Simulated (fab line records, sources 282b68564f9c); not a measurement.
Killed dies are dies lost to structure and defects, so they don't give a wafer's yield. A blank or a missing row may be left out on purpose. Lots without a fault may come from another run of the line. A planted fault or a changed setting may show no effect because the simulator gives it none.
fab line records | flow rit_cmos
record lots=6 wafers=18 last_day=6
route steps=202 shown CONTACT@177 M1@184
lots that met no fault: from a run of the same line without faults
start_h: hours from the record's first day to the start of the lot's first wafer shown | wait_h: hours since the lot's step before | " the same as in the row above | L1.1+2: a row that stands for several wafers | - no value, or no start given | * or withheld: withheld | < > ~ a bound
route shown NAME@n: a module of which the file shows steps, and the number in the route of the first | usual: mean/standard deviation of fault-free wafers | same: alike in all rows | chamber/n: place in a boat | sites: the reading at each site | _std_site: their standard deviation | _edge_site: outer sites' mean less inner sites' | radius_mm: how far each site lies from the wafer's centre | mask NAME#n: copy n | behind: the tool/chamber that last shaped the wafer | hold: why the lot was held/for how many hours/how that ended | device: the transistor (n, p or np) that didn't switch | end of line: the same wafers' tests at the end of the route | a step without rows: its recipe alone | killed: dies lost to structure and defects at the first sort, not the wafer's yield | map: a wafer's dies, x killed, . not, _ none there
set.NAME: the setting as run; set.NAME@STEP: as run at that earlier step | model.NAME: the simulator's own value behind a step, which no gauge read
lots at some steps of the route; a table a step, a row a wafer
services: from which hour (start_h, from the record's first day; less than 0 if before it) a tool's chamber was out of use, for how many hours, and why
## steps
# step RIT_CONTACT_OVL_MEAS_09
# usual CONTACT_OVL=0.1/1.4
# columns lot.wafer tool chamber start_h wait_h CONTACT_OVL[nm]
L211.1 overlay-01 - 71.17 0.1 2.8
L211.2 " - " " 1.9
L211.3 " - " " 1.8
L212.1 overlay-01 - 71.50 0.1 0.4
L212.2 " - " " 0.1
L212.6 " - " " -1.1
L221.4 overlay-02 - 117.52 0.1 -0.2
L221.5 " - " " 0.0
L221.6 " - " " 0.7
L222.3 overlay-01 - 122.01 0.1 1.5
L222.4 " - " " 0.7
L222.6 " - " " 0.0
L223.1 overlay-01 - 127.75 0.1 0.4
L223.5 " - " " 2.3
L223.6 " - " " 1.4
L225.1 overlay-01 - 135.69 0.1 0.1
L225.2 " - " " 0.0
L225.3 " - " " -1.6
# step RIT_CONTACT_HARDBAKE_10
# recipe resist=NOVOLAK temp_c=140 time_s=60
# step RIT_CONTACT_ETCH_11
# recipe target_depth_a=4800 over_etch_frac=0.2 stop_on=TiSi2 chemistry=CHF3/CF4/Ar target=SiO2 CHF3_flow_sccm=50 cf4_flow_sccm=10 Ar_flow_sccm=100 O2_flow_sccm=5 pressure_mtorr=100 rf_w=200 time_s=320
# usual drypump_motor_current_A=5.9/0.47 oes_product_au=0.997/0.012 throttle_valve_pct=8.85/0.15
# columns lot.wafer tool chamber start_h wait_h drypump_motor_current_A oes_product_au rf_hours_counter_h throttle_valve_pct
L211.1 rie_diel-04 3 71.36 0.1 5.4 0.978 91 8.69
L211.2 " 0 " " 6.1 1.005 124 8.87
L211.3 " 2 " " 5.6 0.995 3 8.74
L212.1 rie_diel-01 0 71.68 0.1 6.4 1.005 5 9.04
L212.2 " 3 " " 6.2 0.997 17 8.69
L212.6 " 1 " " 6.3 0.984 - 8.68
L221.4 rie_diel-01 1 117.73 0.1 6.3 0.985 5 8.67
L221.5 " 0 " " 6.4 1.003 - 9.03
L221.6 " 3 " " 6.1 0.996 - 8.69
L222.3 rie_diel-03 1 122.18 0.1 6.0 0.986 91 8.88
L222.4 " 3 " " 5.9 1.007 6 9.06
L222.6 " 2 " " 6.7 0.992 - 8.73
L223.1 rie_diel-03 1 127.93 0.1 6.0 0.981 92 8.89
L223.5 " 1 " " 6.0 0.982 - 8.89
L223.6 " 0 " " 5.1 0.971 - 8.97
L225.1 rie_diel-04 3 135.88 0.1 5.4 0.989 92 8.70
L225.2 " 2 " " 5.6 0.981 5 8.75
L225.3 " 1 " " 5.5 0.998 54 9.10
# step RIT_CONTACT_STRIP_12
# recipe chemistry=O2 time_s=180 resist=NOVOLAK platen_temp_c=withheld power_w=500 pressure_mtorr=4000 o2_flow_sccm=4000
# usual drypump_motor_current_A=6.0/0.32 o2_flow_sccm=3999/12
# columns lot.wafer tool chamber start_h wait_h drypump_motor_current_A o2_flow_sccm rf_hours_counter_h
L211.1 plasma_asher-03 1 71.55 0.1 5.7 3983 42
L211.2 " 0 " " 5.8 3989 42
L211.3 " 1 " " 5.8 3996 -
L212.1 plasma_asher-02 0 71.88 0.1 5.7 4003 45
L212.2 " 1 " " 6.0 3999 45
L212.6 " 1 " " 5.9 3984 -
L221.4 plasma_asher-02 0 117.99 0.2 5.8 4011 -
L221.5 " 0 " " 5.8 4001 -
L221.6 " 1 " " 5.9 3997 -
L222.3 plasma_asher-03 1 122.44 0.2 5.7 3994 -
L222.4 " 0 " " 5.8 4002 -
L222.6 " 1 " " 5.7 4013 -
L223.1 plasma_asher-03 0 128.13 0.1 5.8 4006 48
L223.5 " 0 " " 5.8 4011 -
L223.6 " 1 " " 5.8 3992 -
L225.1 plasma_asher-03 1 136.07 0.1 5.8 4011 49
L225.2 " 0 " " 5.8 4004 49
L225.3 " 0 " " 5.9 3999 -
# step RIT_CONTACT_CD_MEAS_90
# recipe target_cd_nm=1000
# usual cd_nm=1000.5/2.3
# columns lot.wafer tool chamber start_h wait_h cd_nm
L211.1 cd_sem-02 - 71.73 0.1 997.5
L211.2 " - " " 998.2
L211.3 " - " " 999.5
L212.1 cd_sem-02 - 72.05 0.1 1001.7
L212.2 " - " " 1000.3
L212.6 " - " " 1000.8
L221.4 cd_sem-02 - 118.16 0.1 997.5
L221.5 " - " " 997.6
L221.6 " - " " 995.2
L222.3 cd_sem-02 - 122.59 0.1 997.4
L222.4 " - " " 1001.7
L222.6 " - " " 997.6
L223.1 cd_sem-02 - 128.30 0.1 999.1
L223.5 " - " " 1001.9
L223.6 " - " " 1000.9
L225.1 cd_sem-02 - 136.25 0.1 999.6
L225.2 " - " " 999.2
L225.3 " - " " 1002.2
# step RIT_CONTACT_CLEAN_13
# recipe chemistry=SC1 mix=3:3:50 time_s=600 temp_c=75
# step RIT_CONTACT_CLEAN_14
# recipe chemistry=SC2 mix=3:3:50 time_s=600 temp_c=75 dry=n2_spin
# step RIT_M1_SPUTTER_00
# recipe material=Al target_thk_nm=400 power_w=2000 chamber_pressure_pa=0.4 gas=Ar time_s=522.4 substrate_temp_c=25
# usual throttle_valve_pct=29.8/1.5
# columns lot.wafer tool chamber start_h wait_h throttle_valve_pct
L211.1 pvd_sputter-02 - 72.21 0.0 29.6
L211.2 " - " " 31.9
L211.3 " - " " 32.2
L212.1 pvd_sputter-04 - 72.54 0.0 28.5
L212.2 " - " " 31.4
L212.6 " - " " 29.9
L221.4 pvd_sputter-03 - 118.59 0.0 27.6
L221.5 " - " " 29.4
L221.6 " - " " 32.0
L222.3 pvd_sputter-04 - 123.02 0.0 28.4
L222.4 " - " " 29.0
L222.6 " - " " 28.5
L223.1 pvd_sputter-04 - 128.79 0.0 30.0
L223.5 " - " " 28.3
L223.6 " - " " 29.5
L225.1 pvd_sputter-03 - 137.13 0.0 29.4
L225.2 " - " " 32.1
L225.3 " - " " 27.3
# step RIT_M1_RS_MEAS_01
# recipe thk_meas_gauge=four-point-probe reads=Al_of_M1_SPUTTER_00
# usual M1_AL_RS=0.0702/0.00055
# columns lot.wafer tool chamber start_h wait_h M1_AL_RS[ohm/sq]
L211.1 film_metro-04 - 72.51 0.1 0.0701
L211.2 " - " " 0.0706
L211.3 " - " " 0.0712
L212.1 film_metro-01 - 72.83 0.1 0.0696
L212.2 " - " " 0.0704
L212.6 " - " " 0.0705
L221.4 film_metro-01 - 118.94 0.2 0.0696
L221.5 " - " " 0.0698
L221.6 " - " " 0.0699
L222.3 film_metro-01 - 123.36 0.2 0.0707
L222.4 " - " " 0.0706
L222.6 " - " " 0.0700
L223.1 film_metro-04 - 129.08 0.1 0.0701
L223.5 " - " " 0.0696
L223.6 " - " " 0.0703
L225.1 film_metro-04 - 137.42 0.1 0.0706
L225.2 " - " " 0.0707
L225.3 " - " " 0.0703
# step RIT_M1_THK_MEAS_02
# recipe thk_meas_gauge=xrf reads=Al_of_M1_SPUTTER_00
# usual M1_AL_THK=420/3.7
# columns lot.wafer tool chamber start_h wait_h M1_AL_THK[nm]
L211.1 film_metro-04 - 72.63 0.1 420
L211.2 " - " " 418
L211.3 " - " " 413
L212.1 film_metro-01 - 72.95 0.1 424
L212.2 " - " " 420
L212.6 " - " " 419
L221.4 film_metro-01 - 119.03 0.1 424
L221.5 " - " " 424
L221.6 " - " " 423
L222.3 film_metro-01 - 123.46 0.1 419
L222.4 " - " " 417
L222.6 " - " " 416
L223.1 film_metro-04 - 129.20 0.1 420
L223.5 " - " " 423
L223.6 " - " " 421
L225.1 film_metro-04 - 137.54 0.1 418
L225.2 " - " " 418
L225.3 " - " " 421
# step RIT_M1_HMDS_03
# recipe prime_time_s=60 prime_temp_c=140
# step RIT_M1_COAT_04
# recipe resist=NOVOLAK spin_rpm=2000 resist_thk_nm=1300
# step RIT_M1_SOFTBAKE_05
# recipe resist=NOVOLAK temp_c=90 time_s=60
# usual heater_power_total_W=34.56/0.048
# columns lot.wafer tool chamber start_h wait_h heater_power_total_W
L211.1 litho_track-01 0 72.99 0.1 34.59
L211.2 " 0 " " 34.58
L211.3 " 0 " " 34.59
L212.1 litho_track-04 0 73.31 0.1 34.56
L212.2 " 0 " " 34.59
L212.6 " 0 " " 34.58
L221.4 litho_track-04 0 119.44 0.1 35.84
L221.5 " 0 " " 35.79
L221.6 " 0 " " 35.74
L222.3 litho_track-04 0 123.85 0.1 35.69
L222.4 " 0 " " 35.97
L222.6 " 0 " " 35.71
L223.1 litho_track-02 0 129.56 0.1 34.58
L223.5 " 0 " " 34.58
L223.6 " 0 " " 34.58
L225.1 litho_track-02 0 137.90 0.1 34.51
L225.2 " 0 " " 34.58
L225.3 " 0 " " 34.50
# step RIT_M1_EXPOSE_06
# recipe mask_id=M12 na=0.6 source_shape=conventional sigma_outer=0.5 target_cd_nm=2600 dose_mj=253
# step RIT_M1_PROBE_99
# usual defect_limited_yield=97.1/1.1 killed_at_front_end=7.5/2.8 killed_dies=7.6/2.9 killed_on_rim=2.1/1.4 killed_open=3.7/2 killed_short=3.8/2 sort_bin_3_pad_short=0.1/0.25 sort_bin_5_function=1.6/0.85 sort_bin_6_memory=1.1/0.62 sort_n_pass=256.4/2.9 sort_yield_pct=97.1/1.1
# same gross_dies=264 killed_at_M0_to_M3=0 killed_at_M4_up=0 killed_at_back_side=0 killed_at_contacts=0 killed_at_other=0
# columns lot.wafer tool chamber start_h wait_h defect_limited_yield[%] killed_at_front_end killed_dies killed_on_rim killed_open killed_short sort_bin_3_pad_short[%] sort_bin_5_function[%] sort_bin_6_memory[%] sort_n_pass sort_yield_pct[%]
L211.1 prober-02 - 76.40 0.1 95.8 11 11 4 4 7 0.4 2.7 1.1 253.0 95.8
L211.2 prober-02 - 76.45 0.1 97.3 7 7 0 2 5 1.1 1.1 0.4 257.0 97.3
L211.3 prober-02 - 76.50 0.2 96.2 10 10 2 6 4 0 2.3 1.5 254.0 96.2
L212.1 prober-01 - 77.90 0.1 97.7 6 6 0 3 3 0.4 1.1 0.8 258.0 97.7
L212.2 prober-01 - 77.95 0.1 98.1 5 5 1 3 2 0 0.8 1.1 259.0 98.1
L212.6 prober-01 - 78.15 0.2 98.5 4 4 1 3 1 0 0 1.5 260.0 98.5
L221.4 prober-01 - 122.75 0.2 96.6 9 9 2 4 5 0.4 2.3 0.8 255.0 96.6
L221.5 prober-01 - 122.80 0.2 97.0 8 8 5 0 8 0.8 1.1 1.1 256.0 97.0
L221.6 prober-01 - 122.85 0.2 98.9 3 3 0 2 1 0 0.8 0.4 261.0 98.9
L222.3 prober-02 - 127.19 0.2 98.1 5 5 1 0 5 0 1.1 0.8 259.0 98.1
L222.4 prober-02 - 127.24 0.2 97.7 6 6 1 4 2 0 1.9 0.4 258.0 97.7
L222.6 prober-02 - 127.34 0.2 97.3 7 7 0 5 2 0 1.9 0.8 257.0 97.3
L223.1 prober-02 - 134.08 0.1 98.9 3 3 1 0 3 0 0.8 0.4 261.0 98.9
L223.5 prober-02 - 134.28 0.2 95.8 11 11 3 5 6 0.4 1.5 2.3 253.0 95.8
L223.6 prober-02 - 134.33 0.2 97.3 7 7 2 5 2 0 1.5 1.1 257.0 97.3
L225.1 prober-01 - 141.14 0.1 98.9 3 3 2 2 1 0 1.1 0 261.0 98.9
L225.2 prober-01 - 141.19 0.1 97.7 6 6 3 5 1 0 2.3 0 258.0 97.7
L225.3 prober-01 - 141.24 0.2 100.0 0 0 0 0 0 0 0 0 264.0 100.0
# killed by level:class
L211.1 GATE:geometric_particle:short=6 REOX:geometric_particle:open=2 GATE:geometric_particle:open=1 SILICIDE:geometric_particle:short=1 SILICIDE:geometric_particle:open=1
L211.2 GATE:geometric_particle:open=2 SILICIDE:geometric_particle:short=2 FOX2:geometric_particle:short=1 GATE:geometric_particle:short=1 SPACER:geometric_particle:short=1
L211.3 GATE:geometric_particle:open=3 FOX1:geometric_particle:open=2 GATE:geometric_particle:short=2 REOX:geometric_particle:short=1 REOX:geometric_particle:open=1 SILICIDE:geometric_particle:short=1
L212.1 FOX2:geometric_particle:open=1 GATE:geometric_particle:open=1 GATE:geometric_particle:short=1 REOX:geometric_particle:short=1 SPACER:geometric_particle:open=1 SILICIDE:geometric_particle:short=1
L212.2 FOX1:geometric_particle:open=1 GATE:geometric_particle:open=1 SPACER:geometric_particle:short=1 SPACER:geometric_particle:open=1 SILICIDE:geometric_particle:short=1
L212.6 GATE:geometric_particle:open=2 SILICIDE:geometric_particle:short=1 SILICIDE:geometric_particle:open=1
L221.4 GATE:geometric_particle:short=4 SPACER:geometric_particle:open=2 GATE:geometric_particle:open=1 SPACER:geometric_particle:short=1 SILICIDE:geometric_particle:open=1
L221.5 FOX2:geometric_particle:short=3 GATE:geometric_particle:short=2 FOX1:geometric_particle:short=1 REOX:geometric_particle:short=1 SPACER:geometric_particle:short=1
L221.6 FOX1:geometric_particle:short=1 REOX:geometric_particle:open=1 SPACER:geometric_particle:open=1
L222.3 REOX:geometric_particle:short=3 FOX2:geometric_particle:short=1 GATE:geometric_particle:short=1
L222.4 GATE:geometric_particle:open=4 GATE:geometric_particle:short=1 SPACER:geometric_particle:short=1
L222.6 FOX2:geometric_particle:open=2 GATE:geometric_particle:open=2 GATE:geometric_particle:short=1 REOX:geometric_particle:open=1 REOX:geometric_particle:short=1
L223.1 FOX1:geometric_particle:short=2 GATE:geometric_particle:short=1
L223.5 FOX2:geometric_particle:short=2 GATE:geometric_particle:open=2 SPACER:geometric_particle:open=2 SILICIDE:geometric_particle:short=2 FOX1:geometric_particle:open=1 GATE:geometric_particle:short=1 REOX:geometric_particle:short=1
L223.6 GATE:geometric_particle:open=3 FOX1:geometric_particle:short=1 FOX1:geometric_particle:open=1 REOX:geometric_particle:short=1 SILICIDE:geometric_particle:open=1
L225.1 GATE:geometric_particle:open=2 REOX:geometric_particle:short=1
L225.2 REOX:geometric_particle:open=2 SPACER:geometric_particle:open=2 GATE:geometric_particle:open=1 SPACER:geometric_particle:short=1
## services
# columns tool chamber start_h hours kind
rie_diel-04 3 60.04 2.2 repair
pvd_sputter-02 - 64.63 1.8 repair
plasma_asher-02 - 72.58 11.4 pm
rie_diel-03 1 87.23 1.5 repair
rie_diel-04 - 107.70 28.1 pm
rie_diel-03 0 109.68 10.8 repair
plasma_asher-03 - 110.39 7.6 repair
pvd_sputter-04 - 116.49 2.0 repair
rie_diel-01 2 130.62 - clean
rie_diel-01 2 130.62 23.5 scheduled_down
rie_diel-01 2 130.62 23.5 vent_cycle
## key
first_sign step=RIT_M1_SOFTBAKE_05 reading=heater_power_total_W direction=up sigmas=26 usual=34.56 struck=35.79
effect none on later readings
met_at RIT_M1_SOFTBAKE_05
struck_wafers L221.4,L221.5,L221.6,L222.3,L222.4,L222.6
loop_trim step=RIT_M1_EXPOSE_06 setting=dose lots=L222
onset_between 73.31 119.44
fault kind=process_parameter_drift tool=litho_track-04 chamber=- onset_h=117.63 steps=RIT_M1_SOFTBAKE_05 channel=time_s offset=* shape=step end_h=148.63 acts_in=* stated=*
# loop_trim: a control loop set the setting to another value than it would have without faults
